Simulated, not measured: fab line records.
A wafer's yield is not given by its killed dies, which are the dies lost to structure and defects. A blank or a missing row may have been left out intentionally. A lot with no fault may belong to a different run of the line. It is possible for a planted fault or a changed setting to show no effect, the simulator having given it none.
fab line records	flow rit_cmos
[record] lots = 14	wafers = 42	last_day = 8
route steps=202 shown FOX2@80 SPACER@130 NSD@134 M1@202
lots untouched by any fault: they come from a run of this same line in which no faults occurred
start_h: the number of hours between the record's first day and the start of the first shown wafer of the lot	wait_h: time in hours since the lot's previous step	" repeats the value in the row above	L1.1+2: one row covering several wafers at once	- value missing, or start not given	* or withheld: withheld	< > ~ a bound
route shown NAME@n: a module of which the file shows steps, and the number in the route of the first	usual: mean and standard deviation over wafers with no fault	same: alike in all rows	chamber/n: place in a boat	sites: readings site by site	_std_site: how widely they spread, as a standard deviation	_edge_site: outer sites' mean less inner sites'	radius_mm: for every site, how far away it sits from the centre of the wafer	mask NAME#n: copy n	behind: the tool/chamber that last shaped the wafer	hold: reason for holding the lot/hours on hold/outcome of the hold	device: transistor that didn't switch, given as n, p or np	end of line: the same wafers' tests at the end of the route	a step with no rows: only its recipe	killed: the dies lost at the first sort to structure and to defects; this is not the yield of the wafer	map: per-die view of a wafer (x killed, . not killed, _ where there is no die)
set.NAME: the setting as run; set.NAME@STEP: as run at that earlier step	model.NAME: the simulator's own value behind a step, which no gauge read
the route's steps for a sample of lots (tables are steps, rows are wafers)
services: a tool's chamber out of use, with start hour (start_h, from the record's first day; less than 0 if before it), hours out, and reason
[[steps]]
[step RIT_FOX2_THK_MEAS_91]
[recipe] reads = SiO2_of_FOX2_OXIDATION_00
[usual] FIELD_OXIDE_LEFT_2_THK = 252/5.5
lot.wafer	tool	chamber	start_h	wait_h	FIELD_OXIDE_LEFT_2_THK[nm]
L330.3	film_metro-03	-	34.27	0.0	255
L330.4	"	-	"	"	255
L330.5	"	-	"	"	257
L331.1	film_metro-04	-	41.28	0.0	252
L331.2	"	-	"	"	245
L331.3	"	-	"	"	250
L332.2	film_metro-02	-	44.67	0.0	251
L332.3	"	-	"	"	255
L332.5	"	-	"	"	251
L334.2	film_metro-04	-	53.86	0.0	245
L334.3	"	-	"	"	246
L334.5	"	-	"	"	248
L336.2	film_metro-03	-	61.84	0.0	257
L336.4	"	-	"	"	258
L336.5	"	-	"	"	256
L338.1	film_metro-02	-	73.25	0.0	249
L338.4	"	-	"	"	248
L338.5	"	-	"	"	247
L340.1	film_metro-02	-	84.28	0.0	250
L340.3	"	-	"	"	242
L340.6	"	-	"	"	247
L341.2	film_metro-03	-	86.61	0.0	247
L341.5	"	-	"	"	244
L341.6	"	-	"	"	247
L343.3	film_metro-04	-	96.89	0.0	246
L343.4	"	-	"	"	250
L343.6	"	-	"	"	249
L344.2	film_metro-04	-	102.70	0.0	259
L344.5	"	-	"	"	258
L344.6	"	-	"	"	257
L345.2	film_metro-04	-	108.19	0.0	253
L345.3	"	-	"	"	261
L345.5	"	-	"	"	260
L349.2	film_metro-04	-	127.67	0.0	243
L349.4	"	-	"	"	250
L349.5	"	-	"	"	245
L351.1	film_metro-04	-	136.81	0.0	254
L351.2	"	-	"	"	263
L351.5	"	-	"	"	265
L353.1	film_metro-03	-	147.04	0.0	255
L353.2	"	-	"	"	249
L353.4	"	-	"	"	247
[step RIT_SPACER_ETCHBACK_05]
[recipe] target_depth_a = 2500	SF6_flow_sccm = 30	CHF3_flow_sccm = 30	target = Si3N4	chemistry = SF6/CHF3	pressure_mtorr = 40	rf_w = 250	time_s = 240	stop_on = SiO2
[usual] drypump_motor_current_A = 5.7/0.49	oes_product_au = 0.844/0.014	throttle_valve_pct = 10.23/0.11
lot.wafer	tool	chamber	start_h	wait_h	drypump_motor_current_A	oes_product_au	rf_hours_counter_h	throttle_valve_pct
L330.3	rie_diel-02	1	49.22	0.0	5.8	0.851	116	10.19
L330.4	"	0	"	"	5.7	0.840	144	10.53
L330.5	"	3	"	"	6.7	0.843	-	10.24
L331.1	rie_diel-03	3	56.37	0.1	5.4	0.862	0	10.12
L331.2	"	0	"	"	5.9	0.829	6	10.16
L331.3	"	1	"	"	5.3	0.836	4	10.08
L332.2	rie_diel-04	1	61.85	0.0	5.2	0.832	134	10.34
L332.3	"	0	"	"	6.8	0.860	2	10.18
L332.5	"	1	"	"	5.3	0.842	-	10.37
L334.2	rie_diel-03	1	71.27	0.0	5.4	0.819	4	10.06
L334.3	"	0	"	"	5.9	0.825	7	10.16
L334.5	"	0	"	"	5.9	0.823	-	10.16
L336.2	rie_diel-03	2	75.67	0.0	5.3	0.842	9	10.30
L336.4	"	1	"	"	5.4	0.830	5	10.07
L336.5	"	1	"	"	5.3	0.830	-	10.05
L338.1	rie_diel-04	3	86.39	0.1	5.3	0.847	142	10.35
L338.4	"	2	"	"	5.4	0.863	28	10.28
L338.5	"	1	"	"	5.2	0.851	-	10.34
L340.1	rie_diel-03	1	98.15	0.1	5.4	0.831	5	10.05
L340.3	"	0	"	"	5.9	0.830	7	10.18
L340.6	"	1	"	"	5.3	0.828	-	10.06
L341.2	rie_diel-04	0	102.45	0.0	6.7	0.875	3	10.18
L341.5	"	0	"	"	6.7	0.876	-	10.16
L341.6	"	1	"	"	5.2	0.862	-	10.36
L343.3	rie_diel-03	2	112.33	0.0	5.3	0.833	10	10.29
L343.4	"	3	"	"	5.4	0.850	1	10.08
L343.6	"	0	"	"	5.9	0.838	-	10.17
L344.2	rie_diel-02	1	117.57	0.0	5.8	0.862	117	10.18
L344.5	"	1	"	"	5.8	0.857	-	10.19
L344.6	"	0	"	"	5.7	0.842	-	10.51
L345.2	rie_diel-02	2	121.41	0.0	5.9	0.838	7	10.26
L345.3	"	3	"	"	6.8	0.845	91	10.24
L345.5	"	2	"	"	5.9	0.848	-	10.27
L349.2	rie_diel-04	2	140.92	0.0	5.3	0.860	29	10.29
L349.4	"	3	"	"	5.3	0.834	143	10.36
L349.5	"	0	"	"	6.7	0.865	-	10.15
L351.1	rie_diel-03	1	151.23	0.1	5.4	0.824	6	10.06
L351.2	"	2	"	"	5.3	0.827	11	10.28
L351.5	"	2	"	"	5.3	0.826	-	10.30
L353.1	rie_diel-03	0	169.46	0.1	5.9	0.825	8	10.16
L353.2	"	3	"	"	5.4	0.853	2	10.09
L353.4	"	1	"	"	5.4	0.834	6	10.06
[step RIT_NSD_EXPOSE_03]
[recipe] mask_id = M9	na = 0.57	target_cd_nm = 40700	dose_mj = 250
lot.wafer	tool	chamber	start_h	wait_h	mask
L330.3+4+5	iline_stepper-01	0	49.98	0.2	M9#0
L331.1+2+3	iline_stepper-02	0	57.09	0.2	M9#0
L332.2+3+5	iline_stepper-02	0	62.47	0.1	M9#0
L334.2+3+5	iline_stepper-01	0	71.99	0.1	M9#0
L336.2+4+5	iline_stepper-02	0	76.41	0.2	M9#0
L338.1+4+5	iline_stepper-02	0	87.11	0.2	M9#0
L340.1+3+6	iline_stepper-01	0	98.87	0.2	M9#0
L341.2+5+6	iline_stepper-01	0	103.07	0.1	M9#0
L343.3+4+6	iline_stepper-01	0	112.97	0.1	M9#0
L344.2+5+6	iline_stepper-01	0	118.19	0.1	M9#0
L345.2+3+5	iline_stepper-01	0	122.03	0.1	M9#0
L349.2+4+5	iline_stepper-01	0	141.67	0.2	M9#0
L351.1+2+5	iline_stepper-01	0	163.30	11.6	M9#0
L353.1+2+4	iline_stepper-01	0	170.33	0.2	M9#0
[step RIT_NSD_OVL_MEAS_06]
[usual] NSD_OVL = -1.0/1.6
lot.wafer	tool	chamber	start_h	wait_h	NSD_OVL[nm]
L330.3	overlay-01	-	50.35	-	-1.6
L330.4	"	-	"	"	-2.9
L330.5	"	-	"	"	-0.4
L331.1	overlay-01	-	57.70	-	0.4
L331.2	"	-	"	"	0.2
L331.3	"	-	"	"	-1.7
L332.2	overlay-01	-	62.86	-	0.3
L332.3	"	-	"	"	0.0
L332.5	"	-	"	"	0.9
L334.2	overlay-02	-	72.37	-	-2.0
L334.3	"	-	"	"	-1.9
L334.5	"	-	"	"	0.0
L336.2	overlay-01	-	76.80	-	3276.3
L336.4	"	-	"	"	3277.4
L336.5	"	-	"	"	3277.3
L338.1	overlay-01	-	87.51	-	3275.8
L338.4	"	-	"	"	3276.1
L338.5	"	-	"	"	3275.4
L340.1	overlay-01	-	99.27	-	-1.2
L340.3	"	-	"	"	-1.9
L340.6	"	-	"	"	-1.4
L341.2	overlay-02	-	103.45	-	-0.8
L341.5	"	-	"	"	-1.4
L341.6	"	-	"	"	1.0
L343.3	overlay-01	-	113.34	-	-3.8
L343.4	"	-	"	"	-1.7
L343.6	"	-	"	"	-4.1
L344.2	overlay-02	-	118.58	-	-4.3
L344.5	"	-	"	"	-0.8
L344.6	"	-	"	"	-2.6
L345.2	overlay-01	-	122.41	-	-5.2
L345.3	"	-	"	"	-2.6
L345.5	"	-	"	"	-4.2
L349.2	overlay-02	-	142.05	-	1.1
L349.4	"	-	"	"	-1.8
L349.5	"	-	"	"	1.9
L351.1	overlay-02	-	163.76	-	-2.5
L351.2	"	-	"	"	-0.5
L351.5	"	-	"	"	-1.7
L353.1	overlay-01	-	170.77	-	-1.6
L353.2	"	-	"	"	0.5
L353.4	"	-	"	"	-1.0
[step RIT_NSD_STRIP_09]
[recipe] chemistry = O2	time_s = 180	resist = NOVOLAK	platen_temp_c = withheld	power_w = 500	pressure_mtorr = 4000	o2_flow_sccm = 4000
[usual] drypump_motor_current_A = 5.4/0.35
lot.wafer	tool	chamber	start_h	wait_h	drypump_motor_current_A	rf_hours_counter_h
L330.3	plasma_asher-01	1	50.93	0.1	5.1	-
L330.4	"	0	"	"	5.8	-
L330.5	"	1	"	"	5.1	-
L331.1	plasma_asher-02	1	58.06	0.1	5.5	44
L331.2	"	0	"	"	6.1	44
L331.3	"	0	"	"	6.1	-
L332.2	plasma_asher-04	1	63.19	0.1	5.4	42
L332.3	"	1	"	"	5.4	-
L332.5	"	0	"	"	5.0	-
L334.2	plasma_asher-04	1	72.70	0.1	5.4	43
L334.3	"	1	"	"	5.4	-
L334.5	"	1	"	"	5.4	-
L336.2	plasma_asher-02	0	77.27	0.1	6.1	46
L336.4	"	0	"	"	6.1	-
L336.5	"	1	"	"	5.4	-
L338.1	plasma_asher-01	1	87.85	0.1	5.1	46
L338.4	"	0	"	"	5.7	-
L338.5	"	1	"	"	5.1	-
L340.1	plasma_asher-04	1	99.61	0.1	5.5	46
L340.3	"	0	"	"	5.1	-
L340.6	"	1	"	"	5.4	-
L341.2	plasma_asher-04	0	103.78	0.1	5.0	47
L341.5	"	1	"	"	5.4	-
L341.6	"	0	"	"	5.0	-
L343.3	plasma_asher-01	1	113.73	0.1	5.1	-
L343.4	"	0	"	"	5.8	-
L343.6	"	0	"	"	5.7	-
L344.2	plasma_asher-01	0	118.91	0.1	5.8	50
L344.5	"	1	"	"	5.1	-
L344.6	"	0	"	"	5.7	-
L345.2	plasma_asher-04	0	122.74	0.1	5.0	49
L345.3	"	1	"	"	5.4	-
L345.5	"	1	"	"	5.4	-
L349.2	plasma_asher-04	0	142.38	0.1	5.0	51
L349.4	"	0	"	"	5.0	-
L349.5	"	1	"	"	5.5	-
L351.1	plasma_asher-01	1	164.13	0.1	5.1	54
L351.2	"	0	"	"	5.7	54
L351.5	"	1	"	"	5.1	-
L353.1	plasma_asher-04	0	171.10	0.1	5.0	53
L353.2	"	1	"	"	5.4	53
L353.4	"	0	"	"	5.0	-
[step RIT_M1_PROBE_99]
[usual] killed_at_M0_to_M3 = 0.0/0.16	killed_at_contacts = 0.1/0.25	killed_at_front_end = 7/3.2	killed_dies = 7/3.2	killed_on_rim = 1.8/1.6	killed_open = 3.5/2.1	killed_short = 3.5/2.1
[same] gross_dies = 264	killed_at_M4_up = 0	killed_at_back_side = 0	killed_at_other = 0
lot.wafer	tool	chamber	start_h	wait_h	killed_at_M0_to_M3	killed_at_contacts	killed_at_front_end	killed_dies	killed_on_rim	killed_open	killed_short
L330.3	prober-02	-	60.77	0.2	0	0	5	5	2	1	2
L330.4	prober-02	-	60.82	0.2	0	0	6	6	1	3	3
L330.5	prober-02	-	60.87	0.2	0	0	5	5	2	1	3
L331.1	prober-01	-	67.69	0.1	0	0	4	4	0	1	3
L331.2	prober-01	-	67.74	0.1	0	0	7	7	1	3	4
L331.3	prober-01	-	67.79	0.2	1	0	9	10	1	5	5
L332.2	prober-02	-	73.03	0.1	0	0	6	6	2	3	3
L332.3	prober-02	-	73.08	0.2	0	0	9	9	1	3	6
L332.5	prober-02	-	73.18	0.2	0	0	6	6	1	2	4
L334.2	prober-02	-	82.99	0.1	0	0	8	8	1	5	3
L334.3	prober-02	-	83.04	0.2	0	1	8	9	2	3	6
L334.5	prober-02	-	83.14	0.2	0	1	6	7	2	3	4
L336.2	prober-02	-	89.64	0.1	0	0	237	237	62	4	3
L336.4	prober-02	-	89.74	0.2	0	0	236	236	58	2	1
L336.5	prober-02	-	89.79	0.2	0	0	238	238	64	5	0
L340.1	prober-02	-	109.13	0.1	0	0	8	8	1	3	5
L340.3	prober-02	-	109.23	0.2	0	0	6	6	3	1	5
L340.6	prober-02	-	109.38	0.2	0	0	5	5	3	2	2
L341.2	prober-01	-	113.61	0.1	0	0	7	7	2	3	4
L341.5	prober-01	-	113.76	0.2	0	0	2	2	1	1	1
L341.6	prober-01	-	113.81	0.2	0	0	7	7	2	3	4
L343.3	prober-02	-	123.55	0.2	0	0	11	11	2	6	5
L343.4	prober-02	-	123.60	0.2	1	0	14	15	2	10	5
L343.6	prober-02	-	123.70	0.2	0	0	10	10	3	5	5
L344.2	prober-01	-	128.98	0.1	0	0	4	4	2	1	3
L344.5	prober-01	-	129.13	0.2	0	0	4	4	1	3	1
L344.6	prober-01	-	129.18	0.2	0	0	8	8	2	2	6
L345.2	prober-02	-	133.61	0.1	0	0	4	4	0	2	2
L345.3	prober-02	-	133.66	0.2	0	0	9	9	3	8	1
L345.5	prober-02	-	133.76	0.2	0	0	12	12	6	7	5
L349.2	prober-02	-	152.10	0.1	0	0	6	6	3	5	1
L349.4	prober-02	-	152.20	0.2	0	0	7	7	0	4	3
L349.5	prober-02	-	152.25	0.2	0	0	3	3	0	1	2
L351.1	prober-02	-	174.10	0.1	0	0	5	5	0	5	0
L351.2	prober-02	-	174.15	0.1	0	0	8	8	1	6	2
L351.5	prober-02	-	174.30	0.2	0	0	7	7	1	2	5
L353.1	prober-02	-	181.02	0.1	0	0	7	7	2	2	5
L353.2	prober-02	-	181.07	0.1	0	0	7	7	2	3	4
L353.4	prober-02	-	181.17	0.2	0	0	7	7	2	4	2
// killed by level:class
L330.3 PLDD:coat_microbubble_printed=2 FOX2:geometric_particle:short=1 REOX:geometric_particle:open=1 SILICIDE:geometric_particle:short=1
L330.4 GATE:geometric_particle:open=2 REOX:geometric_particle:short=2 FOX2:geometric_particle:open=1 SPACER:geometric_particle:short=1
L330.5 GATE:geometric_particle:open=1 REOX:geometric_particle:short=1 SPACER:geometric_particle:short=1 SILICIDE:geometric_particle:short=1 PLDD:coat_microbubble_printed=1
L331.1 FOX2:geometric_particle:short=1 GATE:geometric_particle:open=1 GATE:geometric_particle:short=1 REOX:geometric_particle:short=1
L331.2 FOX1:geometric_particle:open=2 GATE:geometric_particle:short=2 FOX1:geometric_particle:short=1 GATE:geometric_particle:open=1 SPACER:geometric_particle:short=1
L331.3 GATE:geometric_particle:open=3 FOX1:geometric_particle:short=2 GATE:geometric_particle:short=2 REOX:geometric_particle:open=2 M1:geometric_particle:short=1
L332.2 FOX1:geometric_particle:short=3 FOX2:geometric_particle:open=1 GATE:geometric_particle:open=1 REOX:geometric_particle:open=1
L332.3 GATE:geometric_particle:short=3 FOX1:geometric_particle:open=2 REOX:geometric_particle:short=2 FOX2:geometric_particle:short=1 SPACER:geometric_particle:open=1
L332.5 REOX:geometric_particle:short=2 FOX1:geometric_particle:short=1 FOX1:geometric_particle:open=1 FOX2:geometric_particle:open=1 SPACER:geometric_particle:short=1
L334.2 FOX1:geometric_particle:short=2 SPACER:geometric_particle:open=2 FOX1:geometric_particle:open=1 GATE:geometric_particle:open=1 REOX:geometric_particle:open=1 SPACER:geometric_particle:short=1
L334.3 GATE:geometric_particle:open=3 REOX:geometric_particle:short=2 FOX1:geometric_particle:short=1 FOX2:geometric_particle:short=1 GATE:geometric_particle:short=1 CONTACT:geometric_particle:short=1
L334.5 FOX1:geometric_particle:short=2 FOX2:geometric_particle:open=2 FOX1:geometric_particle:open=1 GATE:geometric_particle:short=1 CONTACT:geometric_particle:short=1
L336.2 NSD:overlay=230 GATE:geometric_particle:open=4 REOX:geometric_particle:short=2 GATE:geometric_particle:short=1
L336.4 NSD:overlay=233 GATE:geometric_particle:open=2 GATE:geometric_particle:short=1
L336.5 NSD:overlay=233 FOX1:geometric_particle:open=2 FOX2:geometric_particle:open=1 GATE:geometric_particle:open=1 SPACER:geometric_particle:open=1
L340.1 GATE:geometric_particle:short=3 FOX2:geometric_particle:open=1 REOX:geometric_particle:open=1 SPACER:geometric_particle:short=1 SILICIDE:geometric_particle:open=1 SILICIDE:geometric_particle:short=1
L340.3 GATE:geometric_particle:short=3 GATE:geometric_particle:open=1 REOX:geometric_particle:short=1 SPACER:geometric_particle:short=1
L340.6 FOX2:geometric_particle:short=1 FOX2:geometric_particle:open=1 GATE:geometric_particle:open=1 GATE:geometric_particle:short=1 NWELL:coat_microbubble_printed=1
L341.2 FOX1:geometric_particle:open=2 GATE:geometric_particle:short=2 FOX1:geometric_particle:short=1 FOX2:geometric_particle:short=1 GATE:geometric_particle:open=1
L341.5 GATE:geometric_particle:open=1 GATE:geometric_particle:short=1
L341.6 FOX1:geometric_particle:open=2 FOX1:geometric_particle:short=1 FOX2:geometric_particle:short=1 GATE:geometric_particle:short=1 GATE:geometric_particle:open=1 SPACER:geometric_particle:short=1
L343.3 GATE:geometric_particle:short=3 GATE:geometric_particle:open=2 REOX:geometric_particle:open=2 REOX:geometric_particle:short=2 FOX1:geometric_particle:open=1 SILICIDE:geometric_particle:open=1
L343.4 GATE:geometric_particle:open=3 SPACER:geometric_particle:open=3 GATE:geometric_particle:short=2 REOX:geometric_particle:short=2 FOX1:geometric_particle:open=1 REOX:geometric_particle:open=1 SPACER:geometric_particle:short=1 SILICIDE:geometric_particle:open=1
L343.6 GATE:geometric_particle:short=4 GATE:geometric_particle:open=2 REOX:geometric_particle:open=2 FOX2:geometric_particle:open=1 SPACER:geometric_particle:short=1
L344.2 FOX2:geometric_particle:short=2 FOX2:geometric_particle:open=1 GATE:geometric_particle:short=1
L344.5 FOX1:geometric_particle:short=1 GATE:geometric_particle:open=1 SPACER:geometric_particle:open=1 SILICIDE:geometric_particle:open=1
L344.6 SPACER:geometric_particle:short=3 GATE:geometric_particle:short=2 GATE:geometric_particle:open=1 REOX:geometric_particle:short=1 SPACER:geometric_particle:open=1
L345.2 FOX1:geometric_particle:short=1 GATE:geometric_particle:open=1 REOX:geometric_particle:short=1 SILICIDE:geometric_particle:open=1
L345.3 FOX1:geometric_particle:open=3 GATE:geometric_particle:open=2 REOX:geometric_particle:open=2 SPACER:geometric_particle:short=1 SILICIDE:geometric_particle:open=1
L345.5 GATE:geometric_particle:open=3 SILICIDE:geometric_particle:short=3 FOX1:geometric_particle:open=1 FOX2:geometric_particle:open=1 FOX2:geometric_particle:short=1 GATE:geometric_particle:short=1 REOX:geometric_particle:open=1 SILICIDE:geometric_particle:open=1
L349.2 GATE:geometric_particle:open=3 FOX1:geometric_particle:open=1 SPACER:geometric_particle:open=1 SILICIDE:geometric_particle:short=1
L349.4 GATE:geometric_particle:open=3 GATE:geometric_particle:short=2 SPACER:geometric_particle:short=1 SPACER:geometric_particle:open=1
L349.5 FOX1:geometric_particle:short=2 FOX1:geometric_particle:open=1
L351.1 FOX2:geometric_particle:open=4 SPACER:geometric_particle:open=1
L351.2 FOX1:geometric_particle:open=3 GATE:geometric_particle:open=2 FOX1:geometric_particle:short=1 FOX2:geometric_particle:open=1 REOX:geometric_particle:short=1
L351.5 SILICIDE:geometric_particle:short=2 FOX2:geometric_particle:open=1 FOX2:geometric_particle:short=1 GATE:geometric_particle:open=1 GATE:geometric_particle:short=1 REOX:geometric_particle:short=1
L353.1 SPACER:geometric_particle:short=3 FOX1:geometric_particle:short=1 REOX:geometric_particle:short=1 REOX:geometric_particle:open=1 SILICIDE:geometric_particle:open=1
L353.2 FOX1:geometric_particle:short=1 FOX2:geometric_particle:open=1 FOX2:geometric_particle:short=1 GATE:geometric_particle:open=1 REOX:geometric_particle:short=1 SILICIDE:geometric_particle:open=1 SILICIDE:geometric_particle:short=1
L353.4 GATE:geometric_particle:open=2 ACTIVE:geometric_particle:open=1 ACTIVE:geometric_particle:short=1 GATE:geometric_particle:short=1 SPACER:geometric_particle:open=1 GATE:coat_microbubble_printed=1
[[services]]
tool	chamber	start_h	hours	kind
iline_stepper-01	-	27.37	1.7	pm
plasma_asher-02	-	60.59	2.8	repair
rie_diel-04	2	60.77	4.1	repair
iline_stepper-02	-	72.19	1.7	pm
rie_diel-02	-	81.22	0.2	repair
iline_stepper-02	-	104.75	8.9	pm
plasma_asher-02	-	108.92	9.0	pm
plasma_asher-02	0	108.92	9.0	vent_cycle
plasma_asher-02	1	108.92	9.0	vent_cycle
rie_diel-02	3	111.14	5.3	repair
plasma_asher-02	0	117.92	-	clean
plasma_asher-02	1	117.92	-	clean
rie_diel-03	1	120.28	4.0	repair
rie_diel-02	1	123.86	2.4	repair
rie_diel-03	1	128.78	7.8	repair
rie_diel-04	1	130.25	10.1	repair
plasma_asher-01	-	141.87	0.4	repair
iline_stepper-02	0	143.19	-	calibration
iline_stepper-01	-	151.55	10.8	repair
iline_stepper-02	-	151.90	12.1	repair
[[key]]
[first_sign] step = RIT_NSD_OVL_MEAS_06	reading = NSD_OVL	direction = up	sigmas = 99+	usual = -1.0	struck = 3276.4
[effect] step = RIT_M1_PROBE_99	reading = killed_at_front_end	direction = up	sigmas = 72	usual = 7	struck = 237
[more_kills_born_at] RIT_NSD_EXPOSE_03@iline_stepper-02 = 696
met_at RIT_NSD_EXPOSE_03
struck_lots L336,L338
rows_end L338.1,L338.4,L338.5
tester_left_out L336
not_acting_at RIT_FOX2_THK_MEAS_91,RIT_SPACER_ETCHBACK_05,RIT_NSD_STRIP_09
onset_between 62.47 76.41
[fault] kind = scanner_matching_overlay	tool = iline_stepper-02	chamber = -	onset_h = 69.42	steps = RIT_NSD_EXPOSE_03	offset = 3276.3
// tester_left_out: of these lots the tester's yield and bins aren't shown, on N5 and GAA mostly nor the transistor test; their killed dies are dies lost to structure and defects alone, not to doping, threshold or leakage, so they don't give the yield
// rows_end: these wafers met a further fault down the route, and their rows from its step on are left out
